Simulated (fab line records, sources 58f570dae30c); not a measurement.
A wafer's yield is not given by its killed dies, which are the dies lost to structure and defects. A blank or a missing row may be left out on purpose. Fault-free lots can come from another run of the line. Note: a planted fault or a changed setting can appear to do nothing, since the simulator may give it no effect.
fab line records	flow berkeley_cmos170	part 1 of 2: steps 1 to 29 of 40
record: lots: 5	wafers: 15	last_day: 12
route steps=331 shown PWELL@34 WELLDRIVE@55 ACTIVE@60
lots untouched by any fault: they come from a run of this same line in which no faults occurred
start_h: start of the lot's first displayed wafer, in hours after the record's first day	wait_h: time in hours since the lot's previous step	" identical to the entry in the row above	L1.1+2: several wafers, shown together as one row	- no value present, or no start provided	* or withheld: withheld	< > ~ a bound
route shown NAME@n: NAME is a module with steps in the file, n the number in the route of the first one	usual: mean/standard deviation of fault-free wafers	same: alike in all rows	chamber/n: place in a boat	sites: the reading at each site	_std_site: standard deviation of those values	_edge_site: the outer-site mean with the inner-site mean subtracted	radius_mm: how far each site lies from the wafer's centre	mask NAME#n: copy n	behind: tool/chamber where the wafer was last shaped	hold: why the lot was held/for how many hours/how that ended	device: which transistor (n, p or np) failed to switch	end of line: the route-end tests of the same wafers	a step without rows: its recipe alone	killed: at the first sort, the dies lost to defects and structure; wafer yield is something else	map: shows each die of a wafer: x if killed, . if not, _ if none is there
set.NAME: the run value of the setting; set.NAME@STEP: its run value at that earlier step	model.NAME: the simulator's own value behind a step, which no gauge read
lots seen at some steps along the route; tables by step, rows by wafer
services: from which hour (start_h, from the record's first day; less than 0 if before it) a tool's chamber was out of use, for how many hours, and why
== steps ==
step: UCB170_PWELL_CLEAN_00
recipe: chemistry: SPM	temp_c: 120	time_s: 600
lot.wafer	tool	chamber	start_h	wait_h
L079.3+4+5	wet_bench-01	1	78.96	0.0
L084.2+4+6	wet_bench-01	0	92.26	0.0
L089.1+2+4	wet_bench-04	2	119.42	0.0
L090.3+4+6	wet_bench-04	2	120.09	0.0
L096.3+5+6	wet_bench-03	1	150.40	0.0
step: UCB170_PWELL_CLEAN_01
recipe: chemistry: dHF	dilution: 25:1	time_s: 60
lot.wafer	tool	chamber	start_h	wait_h
L079.3+4+5	wet_bench-03	0	79.13	0.0
L084.2+4+6	wet_bench-01	1	92.44	0.0
L089.1+2+4	wet_bench-03	0	119.71	0.1
L090.3+4+6	wet_bench-01	2	120.27	0.0
L096.3+5+6	wet_bench-01	0	150.59	0.0
step: UCB170_PWELL_OXIDATION_02
recipe: temp_c: 1000	ambient: O2	target_thk_a: 264	ox_time_s: 1260
usual: ox_temp_c_max: 1006.4/1.3
lot.wafer	tool	chamber	start_h	wait_h	ox_temp_c_max
L079.3	furnace-02	0	81.71	2.6	1006.1
L079.4	"	0	"	"	1005.9
L079.5	"	0	"	"	1005.9
L084.2	furnace-01	0	96.07	3.6	1005.4
L084.4	"	0	"	"	1004.9
L084.6	"	0	"	"	1005.3
L089.1	furnace-04	0	122.09	2.4	1007.3
L089.2	"	0	"	"	1007.0
L089.4	"	0	"	"	1006.3
L090.3	furnace-04	0	122.09	1.8	1007.4
L090.4	"	0	"	"	1007.4
L090.6	"	0	"	"	1006.0
L096.3	furnace-01	0	155.19	4.6	1004.5
L096.5	"	0	"	"	1004.9
L096.6	"	0	"	"	1004.5
step: UCB170_PWELL_THK_MEAS_03
recipe: reads: SiO2_of_PWELL_OXIDATION_02
usual: PWELL_OXIDE_THK: 26.2/0.52
lot.wafer	tool	chamber	start_h	wait_h	PWELL_OXIDE_THK[nm]
L079.3	film_metro-03	-	83.10	0.0	26.3
L079.4	"	-	"	"	26.4
L079.5	"	-	"	"	26.8
L084.2	film_metro-01	-	97.43	0.0	26.4
L084.4	"	-	"	"	26.8
L084.6	"	-	"	"	26.5
L089.1	film_metro-01	-	123.44	0.0	26.7
L089.2	"	-	"	"	26.8
L089.4	"	-	"	"	26.8
L090.3	film_metro-04	-	123.46	0.0	26.0
L090.4	"	-	"	"	25.8
L090.6	"	-	"	"	25.6
L096.3	film_metro-04	-	156.56	0.0	26.3
L096.5	"	-	"	"	26.5
L096.6	"	-	"	"	25.8
step: UCB170_PWELL_ANNEAL_04
recipe: temp_c: 1000	time_s: 900	ambient: N2
lot.wafer	tool	chamber	start_h	wait_h
L079.3+4+5	furnace-01	0	87.45	4.3
L084.2+4+6	furnace-01	0	100.58	3.1
L089.1+2+4	furnace-04	0	124.77	1.3
L090.3+4+6	furnace-04	0	124.77	1.3
L096.3+5+6	furnace-02	0	158.56	2.0
step: UCB170_PWELL_CVD_05
recipe: material: Si3N4	target_thk_nm: 220	temp_c: 800	precursor: SiH2Cl2/NH3	time_s: 3300	pressure_mtorr: 200	sih2cl2_flow_sccm: 25	nh3_flow_sccm: 75
usual: pressure_mtorr: 200.0/0.43
lot.wafer	tool	chamber	start_h	wait_h	pressure_mtorr
L079.3	lpcvd-02	1	88.70	0.0	199.4
L079.4	"	1	"	"	199.7
L079.5	"	1	"	"	199.9
L084.2	lpcvd-01	1	101.83	0.0	200.2
L084.4	"	1	"	"	199.8
L084.6	"	1	"	"	200.0
L089.1	lpcvd-02	0	126.79	0.8	199.7
L089.2	"	0	"	"	200.1
L089.4	"	0	"	"	201.2
L090.3	lpcvd-02	0	126.79	0.8	200.2
L090.4	"	0	"	"	200.3
L090.6	"	0	"	"	200.7
L096.3	lpcvd-02	0	159.81	0.0	199.7
L096.5	"	0	"	"	200.6
L096.6	"	0	"	"	199.5
step: UCB170_PWELL_THK_MEAS_06
recipe: reads: Si3N4_of_PWELL_CVD_05
usual: PWELL_NITRIDE_THK: 219.5/2.3
lot.wafer	tool	chamber	start_h	wait_h	PWELL_NITRIDE_THK[nm]
L079.3	film_metro-04	-	90.64	0.0	217.4
L079.4	"	-	"	"	217.0
L079.5	"	-	"	"	220.3
L084.2	film_metro-03	-	103.76	0.0	219.0
L084.4	"	-	"	"	217.9
L084.6	"	-	"	"	217.0
L089.1	film_metro-01	-	128.71	0.0	218.6
L089.2	"	-	"	"	220.4
L089.4	"	-	"	"	222.9
L090.3	film_metro-04	-	128.73	0.0	220.0
L090.4	"	-	"	"	219.7
L090.6	"	-	"	"	218.6
L096.3	film_metro-03	-	161.75	0.0	218.4
L096.5	"	-	"	"	216.8
L096.6	"	-	"	"	218.7
step: UCB170_PWELL_HMDS_07
recipe: prime_time_s: 60	prime_temp_c: 100
usual: exhaust_pa: 44.9/0.81
lot.wafer	tool	chamber	start_h	wait_h	exhaust_pa
L079.3	litho_track-04	0	91.01	0.4	45.3
L079.4	"	0	"	"	44.6
L079.5	"	0	"	"	46.5
L084.2	litho_track-02	0	103.84	0.1	44.9
L084.4	"	0	"	"	42.6
L084.6	"	0	"	"	43.1
L090.3	litho_track-01	0	130.23	1.5	44.9
L090.4	"	0	"	"	44.5
L090.6	"	0	"	"	44.5
L089.1	litho_track-02	0	130.28	1.6	45.8
L089.2	"	0	"	"	43.9
L089.4	"	0	"	"	45.8
L096.3	litho_track-02	0	162.67	0.9	45.1
L096.5	"	0	"	"	45.2
L096.6	"	0	"	"	45.3
step: UCB170_PWELL_COAT_08
recipe: resist: KrF	spin_rpm: 1500	resist_thk_nm: 900
usual: dispense_pressure_kPa: 48.3/0.46	exhaust_pa: 45.0/0.95
lot.wafer	tool	chamber	start_h	wait_h	dispense_pressure_kPa	exhaust_pa
L079.3	litho_track-04	0	91.16	0.1	48.8	44.7
L079.4	"	0	"	"	48.8	45.9
L079.5	"	0	"	"	48.8	45.5
L084.2	litho_track-02	0	103.99	0.1	48.4	45.4
L084.4	"	0	"	"	48.4	45.2
L084.6	"	0	"	"	48.4	44.0
L090.3	litho_track-01	0	130.38	0.1	47.7	44.8
L090.4	"	0	"	"	47.7	44.2
L090.6	"	0	"	"	47.7	44.3
L089.1	litho_track-02	0	130.43	0.1	48.4	46.2
L089.2	"	0	"	"	48.4	44.5
L089.4	"	0	"	"	48.4	44.2
L096.3	litho_track-02	0	162.82	0.1	48.4	44.9
L096.5	"	0	"	"	48.4	44.6
L096.6	"	0	"	"	48.4	43.8
step: UCB170_PWELL_SOFTBAKE_09
recipe: resist: KrF	temp_c: 130	time_s: 60
usual: exhaust_pa: 44.9/0.92
lot.wafer	tool	chamber	start_h	wait_h	exhaust_pa
L079.3	litho_track-04	0	91.31	0.1	44.9
L079.4	"	0	"	"	44.5
L079.5	"	0	"	"	44.8
L084.2	litho_track-02	0	104.14	0.1	45.6
L084.4	"	0	"	"	43.7
L084.6	"	0	"	"	45.3
L090.3	litho_track-01	0	130.53	0.1	43.5
L090.4	"	0	"	"	43.5
L090.6	"	0	"	"	43.7
L089.1	litho_track-02	0	130.58	0.1	45.4
L089.2	"	0	"	"	45.3
L089.4	"	0	"	"	45.8
L096.3	litho_track-02	0	162.97	0.1	45.9
L096.5	"	0	"	"	44.7
L096.6	"	0	"	"	47.5
step: UCB170_PWELL_EXPOSE_10
recipe: mask_id: PWELL	target_cd_nm: 3000	na: 0.5	sigma_outer: 0.6	source_shape: conventional	dose_mj: 19
usual: exposure_dose_mJ_cm2: 19.004/0.02
lot.wafer	tool	chamber	start_h	wait_h	mask	exposure_dose_mJ_cm2
L079.3	krf_scanner-02	0	91.69	0.4	PWELL#0	18.988
L079.4	"	0	"	"	PWELL#0	19.019
L079.5	"	0	"	"	PWELL#0	19.012
L084.2	krf_scanner-02	0	104.40	0.2	PWELL#0	18.977
L084.4	"	0	"	"	PWELL#0	18.971
L084.6	"	0	"	"	PWELL#0	19.006
L090.3	krf_scanner-01	0	-	-	PWELL#0	18.994
L090.4	"	0	"	"	PWELL#0	19.011
L090.6	"	0	"	"	PWELL#0	19.014
L089.1	krf_scanner-02	0	130.99	0.4	PWELL#0	18.972
L089.2	"	0	"	"	PWELL#0	18.978
L089.4	"	0	"	"	PWELL#0	19.003
L096.3	krf_scanner-02	0	-	-	PWELL#0	19.015
L096.5	"	0	"	"	PWELL#0	18.979
L096.6	"	0	"	"	PWELL#0	19.008
step: UCB170_PWELL_PEB_11
recipe: peb_temp_c: 130	peb_time_s: withheld	resist: KrF
usual: exhaust_pa: 45.0/0.93
lot.wafer	tool	chamber	start_h	wait_h	exhaust_pa
L079.3	litho_track-01	0	92.28	0.6	46.6
L079.4	"	0	"	"	45.9
L079.5	"	0	"	"	47.0
L084.2	litho_track-01	0	104.72	0.3	47.1
L084.4	"	0	"	"	44.0
L084.6	"	0	"	"	44.5
L089.1	litho_track-04	0	132.03	1.0	43.9
L089.2	"	0	"	"	44.3
L089.4	"	0	"	"	43.0
L090.3	litho_track-01	0	-	-	44.3
L090.4	"	0	"	"	45.7
L090.6	"	0	"	"	46.3
L096.3	litho_track-02	0	-	-	43.9
L096.5	"	0	"	"	45.9
L096.6	"	0	"	"	44.1
step: UCB170_PWELL_DEVELOP_12
recipe: developer: TMAH	develop_time_s: 45	resist: KrF	dev_temp_c: 21
usual: exhaust_pa: 45.0/0.75
lot.wafer	tool	chamber	start_h	wait_h	exhaust_pa
L079.3	litho_track-01	0	-	-	44.5
L079.4	"	0	"	"	45.6
L079.5	"	0	"	"	44.9
L084.2	litho_track-01	0	-	-	45.3
L084.4	"	0	"	"	45.1
L084.6	"	0	"	"	44.7
L089.1	litho_track-04	0	-	-	44.9
L089.2	"	0	"	"	44.9
L089.4	"	0	"	"	45.6
L090.3	litho_track-01	0	-	-	44.3
L090.4	"	0	"	"	44.8
L090.6	"	0	"	"	45.8
L096.3	litho_track-02	0	-	-	44.0
L096.5	"	0	"	"	44.3
L096.6	"	0	"	"	44.7
step: UCB170_PWELL_OVL_MEAS_13
usual: PWELL_OVL: 1/4.9
lot.wafer	tool	chamber	start_h	wait_h	PWELL_OVL[nm]
L079.3	overlay-01	-	92.52	-	-4
L079.4	"	-	"	"	-11
L079.5	"	-	"	"	-4
L084.2	overlay-02	-	104.98	-	1
L084.4	"	-	"	"	2
L084.6	"	-	"	"	4
L090.3	overlay-01	-	132.29	-	-3
L090.4	"	-	"	"	-2
L090.6	"	-	"	"	-1
L089.1	overlay-02	-	132.30	-	8
L089.2	"	-	"	"	3
L089.4	"	-	"	"	1
L096.3	overlay-02	-	164.81	-	-2
L096.5	"	-	"	"	-1
L096.6	"	-	"	"	-1
step: UCB170_PWELL_ETCH_14
recipe: chemistry: CH3F/Ar/O2	target: Si3N4	stop_on: SiO2	CH3F_flow_sccm: 20	Ar_flow_sccm: 50	O2_flow_sccm: 7	pressure_mtorr: 50	rf_w: 450	target_depth_a: 2420	over_etch_frac: 0.1	time_s: 151
usual: chamber_pressure_mTorr: 50.00/0.04	drypump_motor_current_A: 5.6/0.42	oes_product_au: 0.936/0.016	throttle_valve_pct: 8.12/0.081
lot.wafer	tool	chamber	start_h	wait_h	chamber_pressure_mTorr	drypump_motor_current_A	oes_product_au	rf_hours_counter_h	throttle_valve_pct
L079.3	rie_diel-01	1	92.54	0.0	49.94	5.3	0.954	98	8.19
L079.4	"	2	"	"	49.97	5.2	0.937	56	8.07
L079.5	"	2	"	"	50.03	5.2	0.938	-	8.10
L084.2	rie_diel-01	0	105.01	0.0	50.04	5.7	0.939	20	8.11
L084.4	"	3	"	"	49.92	6.1	0.956	120	8.09
L084.6	"	0	"	"	49.99	5.7	0.932	-	8.09
L090.3	rie_diel-03	3	132.31	0.0	49.99	5.7	0.931	53	7.92
L090.4	"	3	"	"	49.96	5.7	0.931	-	7.91
L090.6	"	1	"	"	49.97	5.8	0.908	-	8.15
L089.1	rie_diel-01	2	132.34	0.0	49.96	5.2	0.936	59	8.09
L089.2	"	3	"	"	50.07	6.1	0.956	121	8.10
L089.4	"	0	"	"	50.02	5.7	0.954	21	8.10
L096.3	rie_diel-04	2	164.83	0.0	50.01	5.9	0.922	8	8.20
L096.5	"	2	"	"	50.01	5.9	0.918	-	8.22
L096.6	"	1	"	"	49.96	6.2	0.960	-	8.02
step: UCB170_PWELL_IMPLANT_15
recipe: species: B	dose_cm2: 5e+12	energy_kev: 60	tilt_deg: 7
usual: tilt_deg: 7.000/0.021
lot.wafer	tool	chamber	start_h	wait_h	tilt_deg
L079.3	implanter-04	0	92.69	0.1	6.968
L079.4	"	0	"	"	6.980
L079.5	"	0	"	"	6.979
L084.2	implanter-04	0	105.13	0.1	7.007
L084.4	"	0	"	"	6.975
L084.6	"	0	"	"	7.022
L089.1	implanter-04	0	132.44	0.1	6.961
L089.2	"	0	"	"	6.965
L089.4	"	0	"	"	6.980
L090.3	implanter-01	0	132.46	0.1	7.040
L090.4	"	0	"	"	7.008
L090.6	"	0	"	"	7.017
L096.3	implanter-04	0	164.98	0.1	7.001
L096.5	"	0	"	"	6.997
L096.6	"	0	"	"	6.995
step: UCB170_PWELL_STRIP_16
recipe: chemistry: O2	power_w: 400	pressure_mtorr: 3500	platen_temp_c: withheld	o2_flow_sccm: 400	overash_fraction: 0.5
usual: chamber_pressure_mTorr: 3500/3.2	drypump_motor_current_A: 5.8/0.39	oes_product_au: 0.720/0.0043	strip_time_to_endpoint_s: 18.10/0.1
lot.wafer	tool	chamber	start_h	wait_h	chamber_pressure_mTorr	drypump_motor_current_A	oes_product_au	rf_hours_counter_h	strip_time_to_endpoint_s
L079.3	plasma_asher-03	0	92.83	0.1	3504	5.3	0.723	-	18.25
L079.4	"	1	"	"	3498	5.4	0.717	-	18.17
L079.5	"	0	"	"	3495	5.3	0.725	-	18.10
L084.2	plasma_asher-03	0	105.26	0.1	3502	5.3	0.723	32	18.41
L084.4	"	0	"	"	3503	5.3	0.715	-	18.12
L084.6	"	0	"	"	3501	5.3	0.714	-	18.29
L089.1	plasma_asher-03	0	132.59	0.1	3498	5.3	0.722	36	18.10
L089.2	"	1	"	"	3502	5.4	0.723	36	18.19
L089.4	"	1	"	"	3498	5.4	0.728	-	18.24
L090.3	plasma_asher-01	0	132.60	0.1	3497	6.0	0.717	-	18.10
L090.4	"	1	"	"	3501	6.0	0.721	-	18.04
L090.6	"	0	"	"	3497	6.0	0.723	-	17.92
L096.3	plasma_asher-03	1	165.11	0.1	3498	5.4	0.728	-	18.22
L096.5	"	0	"	"	3501	5.3	0.730	-	18.16
L096.6	"	1	"	"	3505	5.4	0.721	-	18.03
step: UCB170_PWELL_TW_MEAS_17
usual: PWELL_TW: 381/3.2
lot.wafer	tool	chamber	start_h	wait_h	PWELL_TW
L079.3	film_metro-03	-	92.91	0.1	381
L079.4	"	-	"	"	384
L079.5	"	-	"	"	384
L084.2	film_metro-03	-	105.37	0.1	384
L084.4	"	-	"	"	387
L084.6	"	-	"	"	384
L090.3	film_metro-04	-	132.68	0.1	377
L090.4	"	-	"	"	378
L090.6	"	-	"	"	377
L089.1	film_metro-03	-	132.69	0.1	383
L089.2	"	-	"	"	383
L089.4	"	-	"	"	382
L096.3	film_metro-01	-	165.20	0.1	381
L096.5	"	-	"	"	381
L096.6	"	-	"	"	382
step: UCB170_PWELL_CLEAN_18
recipe: chemistry: SPM	temp_c: 120	time_s: 600
lot.wafer	tool	chamber	start_h	wait_h
L079.3+4+5	wet_bench-01	3	92.95	0.0
L084.2+4+6	wet_bench-01	1	105.42	0.0
L090.3+4+6	wet_bench-01	1	132.72	0.0
L089.1+2+4	wet_bench-01	2	132.90	0.2
L096.3+5+6	wet_bench-04	0	165.24	0.0
step: UCB170_PWELL_WET_ETCH_19
recipe: chemistry: H3PO4	target: Si3N4	temp_c: 160	time_s: 14400
lot.wafer	tool	chamber	start_h	wait_h
L079.3+4+5	wet_bench-01	3	93.37	0.2
L084.2+4+6	wet_bench-01	1	105.59	0.0
L090.3+4+6	wet_bench-01	2	133.07	0.2
L089.1+2+4	wet_bench-04	2	134.83	1.8
L096.3+5+6	wet_bench-03	2	165.42	0.0
step: UCB170_PWELL_WET_ETCH_20
recipe: chemistry: BOE	dilution: 5:1	target: SiO2	temp_c: 25	time_s: 22
lot.wafer	tool	chamber	start_h	wait_h
L079.3+4+5	wet_bench-01	2	97.55	0.2
L084.2+4+6	wet_bench-03	3	109.60	0.0
L090.3+4+6	wet_bench-01	3	138.00	0.9
L089.1+2+4	wet_bench-04	0	139.04	0.2
L096.3+5+6	wet_bench-03	0	169.63	0.2
step: UCB170_WELLDRIVE_CLEAN_00
recipe: chemistry: SPM	temp_c: 120	time_s: 600
lot.wafer	tool	chamber	start_h	wait_h
L079.3+4+5	wet_bench-01	3	97.57	0.0
L084.2+4+6	wet_bench-01	2	109.61	0.0
L090.3+4+6	wet_bench-04	1	138.84	0.8
L089.1+2+4	wet_bench-04	0	139.08	0.0
L096.3+5+6	wet_bench-03	2	169.71	0.1
step: UCB170_WELLDRIVE_OXIDATION_01
recipe: temp_c: 1100	ambient: O2	target_thk_a: 1990	ox_time_s: 9000
usual: ox_temp_c_max: 1106.8/1.4
lot.wafer	tool	chamber	start_h	wait_h	ox_temp_c_max
L079.3	furnace-04	0	101.05	3.3	1107.8
L079.4	"	0	"	"	1107.0
L079.5	"	0	"	"	1107.7
L084.2	furnace-04	0	113.24	3.4	1106.1
L084.4	"	0	"	"	1108.5
L084.6	"	0	"	"	1106.6
L089.1	furnace-01	0	141.94	2.7	1104.5
L089.2	"	0	"	"	1105.1
L089.4	"	0	"	"	1105.7
L090.3	furnace-01	0	141.94	2.9	1105.3
L090.4	"	0	"	"	1104.3
L090.6	"	0	"	"	1105.2
L096.3	furnace-04	0	173.47	3.6	1106.6
L096.5	"	0	"	"	1106.1
L096.6	"	0	"	"	1105.6
step: UCB170_WELLDRIVE_THK_MEAS_02
recipe: reads: SiO2_of_WELLDRIVE_OXIDATION_01
usual: WELLDRIVE_OXIDE_THK: 199/3.6
lot.wafer	tool	chamber	start_h	wait_h	WELLDRIVE_OXIDE_THK[nm]
L079.3	film_metro-04	-	104.57	0.0	191
L079.4	"	-	"	"	195
L079.5	"	-	"	"	196
L084.2	film_metro-02	-	116.75	0.0	201
L084.4	"	-	"	"	201
L084.6	"	-	"	"	201
L089.1	film_metro-03	-	145.44	0.0	204
L089.2	"	-	"	"	206
L089.4	"	-	"	"	205
L090.3	film_metro-04	-	145.46	0.0	197
L090.4	"	-	"	"	199
L090.6	"	-	"	"	195
L096.3	film_metro-03	-	176.99	0.0	199
L096.5	"	-	"	"	200
L096.6	"	-	"	"	199
step: UCB170_WELLDRIVE_ANNEAL_03
recipe: temp_c: 1100	time_s: 900	ambient: N2
lot.wafer	tool	chamber	start_h	wait_h
L079.3+4+5	furnace-02	0	110.76	6.2
L084.2+4+6	furnace-04	0	120.84	4.1
L089.1+2+4	furnace-01	0	150.94	5.5
L090.3+4+6	furnace-01	0	150.94	5.5
L096.3+5+6	furnace-04	0	178.22	1.2
step: UCB170_WELLDRIVE_WET_ETCH_04
recipe: chemistry: BOE	dilution: 5:1	target: SiO2	temp_c: 25	time_s: 120
lot.wafer	tool	chamber	start_h	wait_h
L079.3+4+5	wet_bench-03	1	112.01	0.0
L084.2+4+6	wet_bench-03	0	125.35	3.3
L089.1+2+4	wet_bench-03	3	152.19	0.0
L090.3+4+6	wet_bench-03	2	152.19	0.0
L096.3+5+6	wet_bench-04	2	179.47	0.0
step: UCB170_ACTIVE_CLEAN_00
recipe: chemistry: SPM	temp_c: 120	time_s: 600
lot.wafer	tool	chamber	start_h	wait_h
L079.3+4+5	wet_bench-01	1	112.05	0.0
L084.2+4+6	wet_bench-03	2	125.93	0.5
L089.1+2+4	wet_bench-03	2	152.23	0.0
L090.3+4+6	wet_bench-03	2	152.23	0.0
L096.3+5+6	wet_bench-04	3	179.51	0.0
step: UCB170_ACTIVE_CLEAN_01
recipe: chemistry: dHF	dilution: 25:1	time_s: 60
lot.wafer	tool	chamber	start_h	wait_h
L079.3+4+5	wet_bench-04	0	112.23	0.0
L084.2+4+6	wet_bench-03	3	126.30	0.2
L089.1+2+4	wet_bench-03	1	152.41	0.0
L090.3+4+6	wet_bench-03	0	152.41	0.0
L096.3+5+6	wet_bench-01	0	179.84	0.2
step: UCB170_ACTIVE_OXIDATION_02
recipe: temp_c: 1000	ambient: O2	target_thk_a: 264	ox_time_s: 1260
usual: ox_temp_c_max: 1005.9/1.3
lot.wafer	tool	chamber	start_h	wait_h	ox_temp_c_max
L079.3	furnace-04	0	116.74	4.5	1008.4
L079.4	"	0	"	"	1006.0
L079.5	"	0	"	"	1007.0
L084.2	furnace-01	0	127.76	1.4	1003.8
L084.4	"	0	"	"	1005.1
L084.6	"	0	"	"	1004.8
L089.1	furnace-04	0	155.85	3.4	1005.9
L089.2	"	0	"	"	1007.3
L089.4	"	0	"	"	1006.4
L090.3	furnace-04	0	155.85	3.4	1006.0
L090.4	"	0	"	"	1007.7
L090.6	"	0	"	"	1009.2
L096.3	furnace-01	0	183.06	3.2	1004.1
L096.5	"	0	"	"	1006.1
L096.6	"	0	"	"	1004.5
